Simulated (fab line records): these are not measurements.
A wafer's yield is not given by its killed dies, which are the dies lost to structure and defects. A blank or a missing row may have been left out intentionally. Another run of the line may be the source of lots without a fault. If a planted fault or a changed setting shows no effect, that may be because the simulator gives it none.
The tool behind it: which one? + flow berkeley-cmos170 + 14 lots with 42 wafers sampled at 4 steps, on a route of 331 steps

## WHAT EACH GAUGE READ, for each wafer
UCB170_PFIELD_OVL_MEAS_06. Usual: PFIELD_OVL gives 1 nm (standard deviation 5.5).
| lot  | measured    | on         | PFIELD_OVL (nm) | flag |
|------|-------------|------------|-----------------|------|
| L960 | day 4 13:38 | overlay-02 | -5 6 -1         |      |
| L963 | day 4 21:37 | overlay-01 | -2 -6 -9        |      |
| L962 | day 4 21:22 | overlay-02 | 1 7 1           |      |
| L964 | day 5 12:38 | overlay-01 | -10 -1 2        |      |
| L965 | day 5 12:21 | overlay-02 | -6 2 5          |      |
| L966 | day 6 03:16 | overlay-02 | 11 6 2          |      |
| L968 | day 6 03:00 | overlay-02 | 4 3 6           |      |
| L967 | day 6 03:33 | overlay-02 | 1 2 -3          |      |
| L969 | day 6 10:05 | overlay-02 | 1 0 -2          |      |
| L975 | day 8 01:12 | overlay-01 | 9 11 15         |      |
| L977 | day 8 08:28 | overlay-02 | -1 -3 -10       |      |
| L980 | day 9 04:08 | overlay-02 | 2 4 10          |      |
| L981 | day 9 18:41 | overlay-01 | 3 -10 -4        |      |
| L982 | day 9 19:23 | overlay-02 | -1 8 3          |      |

UCB170_V1_CD_MEAS_12: the cd target is 700 nm. Usual: cd-nm 699.8 nm, standard deviation 1.4.
| lot  | measured     | on        | cd-nm (nm)        | flag |
|------|--------------|-----------|-------------------|------|
| L960 | day 8 02:02  | cd-sem-02 | 700.1 698.8 698.7 |      |
| L963 | day 8 11:26  | cd-sem-02 | 700.5 698.9 702.4 |      |
| L962 | day 8 01:37  | cd-sem-01 | 700.0 698.7 699.9 |      |
| L964 | day 9 04:04  | cd-sem-01 | 699.1 700.3 700.9 |      |
| L965 | day 9 04:02  | cd-sem-02 | 700.4 699.5 698.9 |      |
| L966 | day 9 16:39  | cd-sem-02 | 698.7 699.2 698.1 |      |
| L968 | day 9 16:31  | cd-sem-01 | 701.2 700.0 700.9 |      |
| L967 | day 9 18:19  | cd-sem-02 | 699.3 698.3 698.5 |      |
| L969 | day 9 18:04  | cd-sem-01 | 699.1 699.9 700.1 |      |
| L975 | day 11 19:13 | cd-sem-01 | 701.3 701.4 701.8 |      |
| L977 | day 12 05:43 | cd-sem-01 | 700.3 700.5 701.5 |      |
| L980 | day 12 14:34 | cd-sem-01 | 699.9 697.9 698.3 |      |
| L981 | day 13 10:37 | cd-sem-01 | 698.1 698.1 697.7 |      |
| L982 | day 13 11:50 | cd-sem-02 | 700.6 699.7 698.1 |      |

## TOOL THAT RAN EACH LOT (tool first, then ch and the chambers of the sampled wafers, then the start)
| lot  | UCB170_NWELL_WET_ETCH_19       | UCB170_PSD_STRIP_09                  |
|------|--------------------------------|--------------------------------------|
| L960 | wet-bench-01 ch 1, day 2 16:38 | plasma-asher-04 ch 0,1, day 7 09:24  |
| L963 | wet-bench-01 ch 2, day 3 00:54 | plasma-asher-01 ch 0, day 7 15:22    |
| L962 | wet-bench-01 ch 1, day 3 01:42 | plasma-asher-01 ch 0,1, day 7 09:14  |
| L964 | wet-bench-03 ch 0, day 3 11:34 | plasma-asher-01 ch 0,1, day 8 12:22  |
| L965 | wet-bench-02 ch 3, day 3 12:13 | plasma-asher-03 ch 0,1, day 8 12:04  |
| L966 | wet-bench-02 ch 0, day 3 21:53 | plasma-asher-03 ch 0,1, day 8 23:14  |
| L968 | wet-bench-02 ch 2, day 4 05:14 | plasma-asher-01 ch 0,1, day 8 22:59  |
| L967 | wet-bench-01 ch 2, day 4 06:02 | plasma-asher-01 ch 0,1, day 8 23:28  |
| L969 | wet-bench-03 ch 3, day 4 10:11 | plasma-asher-04 ch 0, day 8 23:07    |
| L975 | wet-bench-02 ch 1, day 5 21:22 | plasma-asher-04 ch 0,1, day 11 00:09 |
| L977 | wet-bench-01 ch 2, day 6 05:17 | plasma-asher-01 ch 0,1, day 11 12:41 |
| L980 | wet-bench-01 ch 0, day 6 17:29 | plasma-asher-01 ch 0,1, day 11 23:39 |
| L981 | wet-bench-02 ch 2, day 7 05:10 | plasma-asher-04 ch 0,1, day 12 17:44 |
| L982 | wet-bench-01 ch 3, day 7 09:07 | plasma-asher-01 ch 0,1, day 12 17:34 |
- UCB170_NWELL_WET_ETCH_19: etches SiO2 in BOE, time 22 s.
- UCB170_PSD_STRIP_09: strips in O2.

## AS READ BY THE TOOLS THEMSELVES (means over the sampled wafers that have a number; for cases with no such wafer, the mark the record gives instead)
UCB170_NWELL_WET_ETCH_19. Usual: bath-heat-duty-pct 6.2 %, standard deviation 0.62; run-length-s 50.3 s, standard deviation 1.9.
| lot  | tool         | bath-heat-duty-pct (%) | run-length-s (s) | flag |
|------|--------------|------------------------|------------------|------|
| L960 | wet-bench-01 | 6.5                    | 49.3             |      |
| L963 | wet-bench-01 | 6.1                    | 51.1             |      |
| L962 | wet-bench-01 | 6.9                    | 48.5             |      |
| L964 | wet-bench-03 | 5.7                    | 53.2             |      |
| L965 | wet-bench-02 | 6.1                    | 49.1             |      |
| L966 | wet-bench-02 | 6.8                    | 50.2             |      |
| L968 | wet-bench-02 | 7.4                    | 48.2             |      |
| L967 | wet-bench-01 | 6.6                    | 49.1             |      |
| L969 | wet-bench-03 | 6.3                    | 49.4             |      |
| L975 | wet-bench-02 | -                      | -                | OFF  |
| L977 | wet-bench-01 | -                      | -                | OFF  |
| L980 | wet-bench-01 | 6.1                    | 48.4             |      |
| L981 | wet-bench-02 | 6.9                    | 48.5             |      |
| L982 | wet-bench-01 | 5.7                    | 49.1             |      |

UCB170_PSD_STRIP_09. Usual: drypump-motor-current-A 5.5 A, standard deviation 0.33; oes-product-au 0.600 a.u., standard deviation 0.0046; strip-time-to-endpoint-s 29.39 s, standard deviation 0.068.
| lot  | tool            | drypump-motor-current-A (A) | oes-product-au (a.u.) | strip-time-to-endpoint-s (s) | flag |
|------|-----------------|-----------------------------|-----------------------|------------------------------|------|
| L960 | plasma-asher-04 | 5.7                         | 0.600                 | 29.46                        |      |
| L963 | plasma-asher-01 | 5.5                         | 0.602                 | 29.45                        |      |
| L962 | plasma-asher-01 | 5.4                         | 0.599                 | 29.40                        |      |
| L964 | plasma-asher-01 | 5.2                         | 0.601                 | 29.47                        |      |
| L965 | plasma-asher-03 | 5.7                         | 0.605                 | 29.43                        |      |
| L966 | plasma-asher-03 | 5.7                         | 0.600                 | 29.37                        |      |
| L968 | plasma-asher-01 | 5.4                         | 0.601                 | 29.48                        |      |
| L967 | plasma-asher-01 | 5.4                         | 0.599                 | 29.37                        |      |
| L969 | plasma-asher-04 | 6.1                         | 0.601                 | 29.35                        |      |
| L975 | plasma-asher-04 | 5.9                         | 0.602                 | 29.42                        |      |
| L977 | plasma-asher-01 | 5.4                         | 0.601                 | 29.43                        |      |
| L980 | plasma-asher-01 | 5.4                         | 0.599                 | 29.45                        |      |
| L981 | plasma-asher-04 | 5.8                         | 0.599                 | 29.39                        |      |
| L982 | plasma-asher-01 | 5.2                         | 0.595                 | 29.52                        |      |

## THE ANSWER, worked out from the rows above alone
Rule: a lot counts as off when the mean over its wafers that have a number is more than 3 standard deviations away from the usual mean. A lot without any number at a reading at which 4 lots or more have one is off too. All remaining lots with rows at the step are treated as sound. After the gauges, taken in route order, come the tools' own readings; for these a lot's mean is taken, as printed above. At the first step where some lot is off, the reading lying furthest off is the one used; lots without a number count as furthest.
Off: L975, L977, at UCB170_NWELL_WET_ETCH_19 (bath-heat-duty-pct). Without a number there: L975, L977.
A tool fits if, at that step or a process step before it, it ran every lot that is off, and no sound lot after the first of them. No candidate that was tried fits.

## WHAT THE SIMULATOR HAD PUT IN
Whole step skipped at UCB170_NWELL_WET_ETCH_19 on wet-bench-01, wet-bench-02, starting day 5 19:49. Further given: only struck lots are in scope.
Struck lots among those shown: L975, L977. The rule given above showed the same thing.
